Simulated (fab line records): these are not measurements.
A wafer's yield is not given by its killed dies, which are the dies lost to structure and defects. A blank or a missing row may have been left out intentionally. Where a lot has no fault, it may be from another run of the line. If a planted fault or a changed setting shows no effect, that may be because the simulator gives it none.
A lot that was struck, set against a sound lot :: flow rit-cmos :: 15 steps out of a route of 202
Sound: wafers L315.1, L315.5, L315.6. The struck wafers were L317.1, L317.3, L317.5. The cause is given at the end.
At each step with rows: each side's tool, then ch and its chambers, then its first start. Under that, the readings that differ: sound wafers :: struck wafers :: difference of the means :: sigmas: that difference in standard deviations of wafers without a fault.
alike: readings with means less than 2 such deviations apart, plus words and numbers identical on both sides. not compared: withheld readings, readings lacking a value on some wafer, bounds such as >300 that could conceal the same value, and numbers that have no deviation in the record and whose values overlap.
A row with sigmas, a row that says differs or no value, or rows on one side alone: a step with any of these is where the two part. Numbers that don't overlap but have no deviation are shown without sigmas and don't part them. Lack of a reading on every wafer of one side parts them only where that side has two or more wafers.

first, 4 steps without rows for these wafers: RIT_PSD_SOFTBAKE_02 (time 60 s); RIT_PSD_EXPOSE_03 (exposes mask M10, target cd 40900 nm); RIT_PSD_PEB_04; RIT_PSD_DEVELOP_05 (develop time 50 s).
RIT_PSD_OVL_MEAS_06:
  sound: overlay-02 at day 3 21:18; struck: overlay-02 at day 4 06:49
  alike: PSD_OVL
then, 2 steps without rows for these wafers: RIT_PSD_HARDBAKE_07 (time 60 s); RIT_PSD_IMPLANT_08.
RIT_PSD_STRIP_09: strips in O2, time 180 s.
  sound on plasma-asher-01 ch 0,1, day 3 21:38; struck on plasma-asher-04 ch 0,1, day 4 07:10
  alike: drypump-motor-current-A
  not compared: rf-hours-counter-h
RIT_PSD_TW_MEAS_10:
  sound: film-metro-04 at day 3 21:49; struck: film-metro-03 at day 4 07:20
  alike: PSD_TW
then, 3 steps without rows for these wafers: RIT_SDANNEAL_CLEAN_00 (cleans in SC1, time 600 s); RIT_SDANNEAL_CLEAN_01 (cleans in dHF, time 30 s); RIT_SDANNEAL_CLEAN_02 (cleans in SC2, time 600 s).
RIT_SDANNEAL_RTA_03: time 5 s.
  sound on rtp-anneal-02 ch 0, day 3 22:14; struck on rtp-anneal-02 ch 0, day 4 07:47
reading: ramp-down-c-per-s
sound: 171.00 171.03 171.00
struck: 34.22 34.14 34.19
difference: -136.83
sigmas: -99 or more
  alike: wafer_temp_C_max
RIT_SDANNEAL_RS_MEAS_04: uses a four-point probe to measure.
  sound: film-metro-04 at day 3 22:18; struck: film-metro-01 at day 4 07:51
  alike: PSD_RS
RIT_M1_PROBE_99:
  sound: prober-02 at day 4 05:41; struck: prober-01 at day 4 16:40
reading: model.etest.pmos-turned.r-on-ohm-um
sound: 3402 3400 3425
struck: 3230 3227 3243
difference: -176
sigmas: 

reading: model.etest.pmos_0p15.r-on-ohm-um
sound: 2731 2720 2784
struck: 2616 2642 2632
difference: -115
sigmas: 

reading: model.etest.pmos-turned.drive-ua-um
sound: 194.9 193.1 192.4
struck: 205.9 212.4 206.7
difference: +14.9
sigmas: 

reading: model.etest.pmos_0p15.drive-ua-um
sound: 260.9 257.2 255.7
struck: 272.8 276.7 276.9
difference: +17.5
sigmas: 

reading: model.etest.contact-nplus.end-ohm-um
sound: 40.97 40.7 39.98
struck: 43.54 42.66 42.65
difference: +2.40
sigmas: 

reading: model.etest.retro-edge-pmos.off-log10-a-um
sound: -10.34 -10.24 -10.04
struck: -9.889 -9.702 -9.716
difference: +0.438
sigmas: 

reading: model.etest.pmos_0p15.off-log10-a-um
sound: -10.43 -10.5 -10.24
struck: -10.06 -9.913 -9.748
difference: +0.48
sigmas: 

reading: model.etest.ring.quiet-log10-a (angstrom)
sound: -7.772 -7.96 -7.789
struck: -7.45 -7.426 -7.276
difference: +0.46
sigmas: 
  alike: killed-at-contacts, killed-at-front-end, killed-dies, killed-open, killed-short

## WHERE THEY PART
Within this record, at RIT_SDANNEAL_RTA_03 only. Later steps at which nothing parts them and some readings are alike: RIT_SDANNEAL_RS_MEAS_04, RIT_M1_PROBE_99.

WHY: the cause the simulator had injected
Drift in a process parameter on rtp-anneal-02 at RIT_SDANNEAL_RTA_03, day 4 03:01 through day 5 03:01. Setting ramp-down-c-per-s shifted by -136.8 from 171.
